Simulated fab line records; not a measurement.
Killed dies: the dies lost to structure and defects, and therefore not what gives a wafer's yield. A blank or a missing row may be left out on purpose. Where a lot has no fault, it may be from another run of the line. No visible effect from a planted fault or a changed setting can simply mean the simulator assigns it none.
8D (eight disciplines) problem report, filled in by code	flow rit cmos	the parts of the form that need people (team, actions taken, sign-off) are left out

== 1. WHAT IS WRONG ==
run length s at RIT_GATE_CLEAN_01 reads a mean of 667.2 s on 9 wafers of 3 lots; wafers without a fault read 628.1 s with a standard deviation of 3. Relative to the usual mean, that is a shift of +13 standard deviations.
The step: cleans in SC1, time 600 s.
First observed at day 3 14:40: wafer L762.2, on wet bench-04. The record has a number at this step for 45 wafers belonging to 15 lots. Rule for "out" (also "out of limits"): further than 4 standard deviations from the usual mean. Any other wafer with a number is counted as sound.

== 2. WHAT IT IS, AND WHAT IT ISN'T ==
question	is	is not
which readings at this step	run length s	-
which lots	L762, L764, L765	L756, L758, L761, L766, L767, L772, L773, L774, L775, L776, L778, L779
which wafers of those lots	all that have a number	-
read on which tools	wet bench-04	wet bench-02, wet bench-03
when	from day 3 14:40	up to then (9 sound wafers); but 27 sound wafers of L766, L767, L772, L773, L774, L775, L776, L778, L779 came after

== 3. THE SUSPECTS, EACH WITH WHAT RULES IT OUT ==
Counting: a tool at a process step up to the reading stays a suspect if it ran every lot that is out and no sound lot after the first of them.
- wet bench-04 at RIT_GATE_CLEAN_01 (cleans in SC1, time 600 s): ruled out as a lasting fault. Following L762 (day 3 14:40), the first lot on it that is out, the sound lots L778, L779 were run on it.
Left after counting: nothing in the record.

== 4. THE CAUSE (what the simulator had put in) ==
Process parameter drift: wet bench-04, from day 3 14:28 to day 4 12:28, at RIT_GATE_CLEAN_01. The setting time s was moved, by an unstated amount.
Counting ruled it out, wrongly.

== 5. THE CHAIN OF EFFECTS, in route order ==
Rows list readings where the struck wafers' mean (over those with a number) sits beyond 3 standard deviations from the usual. Only readings whose record carries a usual standard deviation are examined. hours: median over the lots of the time between each lot's start at the first step of this table that gives one and its start at this step. sigmas: the change, counted in usual standard deviations.
hours	step	reading	usual	on struck wafers	change	sigmas
0	RIT_GATE_CLEAN_01	run length s	628.1 s	667.2	+39.1	+13
Its process steps:
- RIT_GATE_CLEAN_01: cleans in SC1, time 600 s.

== 6. HOW IT WOULD HAVE BEEN CAUGHT EARLIER ==
The fault began at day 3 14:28; the first out-of-limits reading in this record came at day 3 14:40, 0 hours later.
